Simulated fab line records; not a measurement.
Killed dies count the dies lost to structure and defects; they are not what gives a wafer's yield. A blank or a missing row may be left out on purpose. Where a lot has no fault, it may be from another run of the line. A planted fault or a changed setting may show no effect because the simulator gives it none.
Comparing a struck lot with a sound one + flow rit cmos + 18 steps out of a route of 202
Sound: wafers L623.1, L623.4, L623.5. The struck wafers were L618.2, L618.5, L618.6. The cause is named last.
For every step that has rows: the tool of each side, followed by ch and its chambers, followed by its first start. Under that, the readings that differ: sound wafers + struck wafers + difference of the means + sigmas: that difference in standard deviations of wafers without a fault.
alike: words and numbers the same on both sides, and readings whose means are apart by under 2 such deviations; not compared: readings that were withheld, readings missing a value for some wafer, numbers with overlapping values and no deviation given by the record, and bounds like >300 which may hide the same value.
A row with sigmas, a row that says differs or no value, or rows on one side alone: a step with any of these is where the two part. Non-overlapping numbers with no deviation appear without sigmas and do not part them. Lack of a reading on every wafer of one side parts them only where that side has two or more wafers.

first, 4 steps without rows for these wafers: RIT_PSD_SOFTBAKE_02 (time 60 s); RIT_PSD_EXPOSE_03 (exposes mask M10, target cd 40900 nm); RIT_PSD_PEB_04; RIT_PSD_DEVELOP_05 (develop time 50 s).
RIT_PSD_OVL_MEAS_06:
  sound on overlay-02, day 7 02:12; struck on overlay-01, day 5 23:57
  alike: PSD_OVL
then, 2 steps without rows for these wafers: RIT_PSD_HARDBAKE_07 (time 60 s); RIT_PSD_IMPLANT_08.
RIT_PSD_STRIP_09: strips in O2, time 180 s.
  sound on plasma asher-02 ch 0,1, day 7 02:32; struck on plasma asher-04 ch 0,1, day 6 00:17
  alike: chamber pressure mTorr, drypump motor current A
  not compared: rf hours counter h
RIT_PSD_TW_MEAS_10:
  sound on film metro-02, day 7 02:43; struck on film metro-04, day 6 00:28
  alike: PSD_TW
then, 3 steps without rows for these wafers: RIT_SDANNEAL_CLEAN_00 (cleans in SC1, time 600 s); RIT_SDANNEAL_CLEAN_01 (cleans in dHF, time 30 s); RIT_SDANNEAL_CLEAN_02 (cleans in SC2, time 600 s).
RIT_SDANNEAL_RTA_03: time 5 s.
  sound on rtp anneal-02 ch 0, day 7 03:08; struck on rtp anneal-01 ch 0, day 6 00:53
  alike: ramp down c per s, wafer_temp_C_max
RIT_SDANNEAL_RS_MEAS_04: a four-point-probe measurement.
  sound on film metro-03, day 7 03:12; struck on film metro-03, day 6 00:58
| reading         | sound                | struck            | difference | sigmas      |
|-----------------|----------------------|-------------------|------------|-------------|
| PSD_RS (ohm/sq) | 116.37 116.13 116.14 | 72.77 72.92 72.84 | -43.37     | -99 or more |
RIT_SDANNEAL_RS_MEAS_05: a four-point-probe measurement.
  sound on film metro-03, day 7 03:19; struck on film metro-03, day 6 01:05
| reading         | sound             | struck            | difference | sigmas |
|-----------------|-------------------|-------------------|------------|--------|
| NSD_RS (ohm/sq) | 84.18 84.29 84.22 | 77.07 77.23 77.17 | -7.07      | -26    |
RIT_SDANNEAL_RS_MEAS_06: a four-point-probe measurement.
  sound on film metro-03, day 7 03:26; struck on film metro-03, day 6 01:12
| reading          | sound             | struck            | difference | sigmas |
|------------------|-------------------|-------------------|------------|--------|
| PLDD_RS (ohm/sq) | 178.9 178.8 179.0 | 141.7 141.4 141.0 | -37.5      | -85    |
RIT_SDANNEAL_RS_MEAS_07: a four-point-probe measurement.
  sound on film metro-03, day 7 03:34; struck on film metro-03, day 6 01:19
| reading          | sound             | struck            | difference | sigmas |
|------------------|-------------------|-------------------|------------|--------|
| NLDD_RS (ohm/sq) | 151.7 152.1 151.8 | 143.3 143.0 143.3 | -8.7       | -18    |
then, 1 step without rows for these wafers: RIT_SILICIDE_WET_ETCH_00 (etches SiO2 in BOE, target depth 14 nm, time 15 s).

== WHERE THEY PART ==
Earliest at RIT_SDANNEAL_RS_MEAS_04; latest, in this record, at RIT_SDANNEAL_RS_MEAS_07.

WHY: what the simulator had put in
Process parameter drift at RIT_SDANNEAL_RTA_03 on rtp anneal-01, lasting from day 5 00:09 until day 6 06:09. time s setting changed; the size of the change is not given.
